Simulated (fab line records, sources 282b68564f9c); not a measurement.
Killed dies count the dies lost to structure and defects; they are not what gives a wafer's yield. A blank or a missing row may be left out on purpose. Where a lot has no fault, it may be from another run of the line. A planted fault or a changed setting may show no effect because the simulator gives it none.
A struck lot beside a sound one || flow rit cmos || 43 steps out of a route of 202
Sound: wafers L454.1, L454.2, L454.3. Wafers L464.3, L464.5, L464.6 were the ones struck. The cause is named last.
Order at every step that has rows: each side's tool, ch and its chambers, its first start. Under that, the readings that differ: sound wafers || struck wafers || difference of the means || sigmas: that difference in standard deviations of wafers without a fault.
alike: readings whose means differ by less than 2 such deviations, and words and numbers that are the same on both sides. not compared: withheld readings, readings that some wafer has no value for, bounds like >300 that may hide the same value, and numbers for which the record gives no deviation and whose values overlap.
Wherever a step has rows on one side only, a row that says differs or no value, or a row with sigmas, the two part there. Numbers that don't overlap but have no deviation are shown without sigmas and don't part them. A reading that every wafer of one side lacks parts them only if that side has two wafers or more.

first, 3 steps without rows for these wafers: RIT_SDANNEAL_CLEAN_00 (cleans in SC1, time 600 s); RIT_SDANNEAL_CLEAN_01 (cleans in dHF, time 30 s); RIT_SDANNEAL_CLEAN_02 (cleans in SC2, time 600 s).
RIT_SDANNEAL_RTA_03: time 5 s.
  sound on rtp anneal-02 ch 0, day 3 13:40; struck on rtp anneal-02 ch 0, day 5 14:23
  alike: wafer_temp_C_max
RIT_SDANNEAL_RS_MEAS_04: measurement is done with a four-point probe.
  sound on film metro-01, day 3 13:43; struck on film metro-01, day 5 14:28
  alike: PSD_RS
RIT_SDANNEAL_RS_MEAS_05: measurement is done with a four-point probe.
  sound on film metro-01, day 3 13:50; struck on film metro-01, day 5 14:35
  alike: NSD_RS
RIT_SDANNEAL_RS_MEAS_06: measurement is done with a four-point probe.
  sound on film metro-01, day 3 13:58; struck on film metro-01, day 5 14:42
  alike: PLDD_RS
RIT_SDANNEAL_RS_MEAS_07: measurement is done with a four-point probe.
  sound on film metro-01, day 3 14:05; struck on film metro-01, day 5 14:49
  alike: NLDD_RS
then, 2 steps without rows for these wafers: RIT_SILICIDE_WET_ETCH_00 (etches SiO2 in BOE, target depth 14 nm, time 15 s); RIT_SILICIDE_SPUTTER_01 (material Ti, target thk 30 nm, time 240 s).
RIT_SILICIDE_RS_MEAS_02: measurement is done with a four-point probe.
  sound on film metro-03, day 3 14:22; struck on film metro-03, day 5 15:06
  alike: SILICIDE_TI_RS
RIT_SILICIDE_THK_MEAS_03: measures by xrf.
  sound on film metro-03, day 3 14:29; struck on film metro-03, day 5 15:12
  alike: SILICIDE_TI_THK
RIT_SILICIDE_RTA_04: time 10 s, ramp up 5 s, ramp down 5 s.
  sound on rtp anneal-01 ch 0, day 3 14:32; struck on rtp anneal-01 ch 0, day 5 15:16
  alike: wafer_temp_C_max
then, 1 step without rows for these wafers: RIT_SILICIDE_WET_ETCH_05 (etches Ti in SPM, time 120 s).
RIT_SILICIDE_RTA_06: time 10 s, ramp up 5 s, ramp down 10 s.
  sound on rtp anneal-02 ch 0, day 3 14:39; struck on rtp anneal-02 ch 0, day 5 15:23
  alike: wafer_temp_C_max
RIT_CONTACT_CVD_00: deposits SiO2 from TEOS, target thk 400 nm, time 61 s.
  sound on pecvd-01 ch 0,1,2, day 3 14:43; struck on pecvd-02 ch 0,1, day 5 15:25
  alike: heater power w
RIT_CONTACT_THK_MEAS_01:
  sound on film metro-01, day 3 14:46; struck on film metro-04, day 5 15:29
  alike: CONTACT_TEOS_THK
then, 6 steps without rows for these wafers: RIT_CONTACT_HMDS_02 (prime time 60 s); RIT_CONTACT_COAT_03 (resist thk 1000 nm); RIT_CONTACT_SOFTBAKE_04 (time 60 s); RIT_CONTACT_EXPOSE_05 (exposes mask M11, target cd 1000 nm); RIT_CONTACT_PEB_06; RIT_CONTACT_DEVELOP_07 (develop time 120 s).
RIT_CONTACT_CD_MEAS_08: the cd target is 1000 nm.
  sound on cd sem-02, day 3 15:55; struck on cd sem-01, day 5 16:35
  alike: cd nm
RIT_CONTACT_OVL_MEAS_09:
  sound on overlay-01, day 3 16:02; struck on overlay-01, day 5 16:40
  alike: CONTACT_OVL
then, 1 step without rows for these wafers: RIT_CONTACT_HARDBAKE_10 (time 60 s).
RIT_CONTACT_ETCH_11: etches SiO2 in CHF3/CF4/Ar, stops on TiSi2, target depth 480 nm, time 320 s.
  sound on rie diel-03 ch 0,2,3, day 3 16:14; struck on rie diel-04 ch 0,1,3, day 5 16:50
  alike: chamber pressure mTorr, drypump motor current A, oes product au, throttle valve pct
  not compared: rf hours counter h
RIT_CONTACT_STRIP_12: strips in O2, time 180 s.
  sound on plasma asher-04 ch 0,1, day 3 16:25; struck on plasma asher-03 ch 0,1, day 5 17:06
  alike: chamber pressure mTorr, drypump motor current A
  not compared: rf hours counter h
RIT_CONTACT_CD_MEAS_90: the cd target is 1000 nm.
  sound on cd sem-01, day 3 16:36; struck on cd sem-01, day 5 17:15
  alike: cd nm
then, 3 steps without rows for these wafers: RIT_CONTACT_CLEAN_13 (cleans in SC1, time 600 s); RIT_CONTACT_CLEAN_14 (cleans in SC2, time 600 s); RIT_M1_SPUTTER_00 (material Al, target thk 400 nm, time 500 s).
RIT_M1_RS_MEAS_01: measurement is done with a four-point probe.
  sound on film metro-01, day 3 17:22; struck on film metro-03, day 5 18:01
  alike: M1_AL_RS
RIT_M1_THK_MEAS_02: measures by xrf.
  sound on film metro-01, day 3 17:29; struck on film metro-03, day 5 18:07
  alike: M1_AL_THK
then, 6 steps without rows for these wafers: RIT_M1_HMDS_03 (prime time 60 s); RIT_M1_COAT_04 (resist thk 1300 nm); RIT_M1_SOFTBAKE_05 (time 60 s); RIT_M1_EXPOSE_06 (exposes mask M12, target cd 2600 nm); RIT_M1_PEB_07; RIT_M1_DEVELOP_08 (develop time 68 s).
RIT_M1_CD_MEAS_09: the cd target is 2600 nm.
  sound on cd sem-01, day 3 18:33; struck on cd sem-02, day 5 19:05
  alike: cd nm
RIT_M1_OVL_MEAS_10:
  sound on overlay-01, day 3 18:40; struck on overlay-01, day 5 19:10
  alike: M1_OVL
RIT_M1_PROBE_99:
  sound on prober-02, day 3 21:13; struck on prober-02, day 5 21:49
{"reading": "model.etest.npoly line.line ohm um", "sound": "168.9 169.4 164", "struck": "202.8 208.1 205.6", "difference": "+38.1", "sigmas": ""}
{"reading": "model.etest.ppoly line.line ohm um", "sound": "163 162.6 157.2", "struck": "192.6 196.8 197.6", "difference": "+34.7", "sigmas": ""}
{"reading": "model.etest.contact nplus.end ohm um", "sound": "42.38 41.58 40.43", "struck": "33.26 33.22 33.45", "difference": -8.15, "sigmas": ""}
{"reading": "model.etest.contact pplus.end ohm um", "sound": "42.64 43.18 44.4", "struck": "36.43 35.46 35.57", "difference": -7.59, "sigmas": ""}
{"reading": "model.etest.ppoly line.width nm (nm)", "sound": "103.8 102.6 105.1", "struck": "111.8 110.7 111.4", "difference": "+7.5", "sigmas": ""}
{"reading": "model.etest.npoly line.width nm (nm)", "sound": "102.6 102.5 104.6", "struck": "111.2 110.7 110.6", "difference": "+7.6", "sigmas": ""}
{"reading": "model.etest.npoly line.rs ohm sq", "sound": "17.38 17.23 17.23", "struck": "22.75 22.67 22.8", "difference": "+5.46", "sigmas": ""}
{"reading": "model.etest.ppoly line.rs ohm sq", "sound": "16.92 16.78 16.8", "struck": "21.87 21.91 21.78", "difference": "+5.02", "sigmas": ""}
  alike: killed at front end, killed dies, killed open, killed short

WHERE THEY PART
Nowhere in this record.

WHY: whatever the simulator had introduced
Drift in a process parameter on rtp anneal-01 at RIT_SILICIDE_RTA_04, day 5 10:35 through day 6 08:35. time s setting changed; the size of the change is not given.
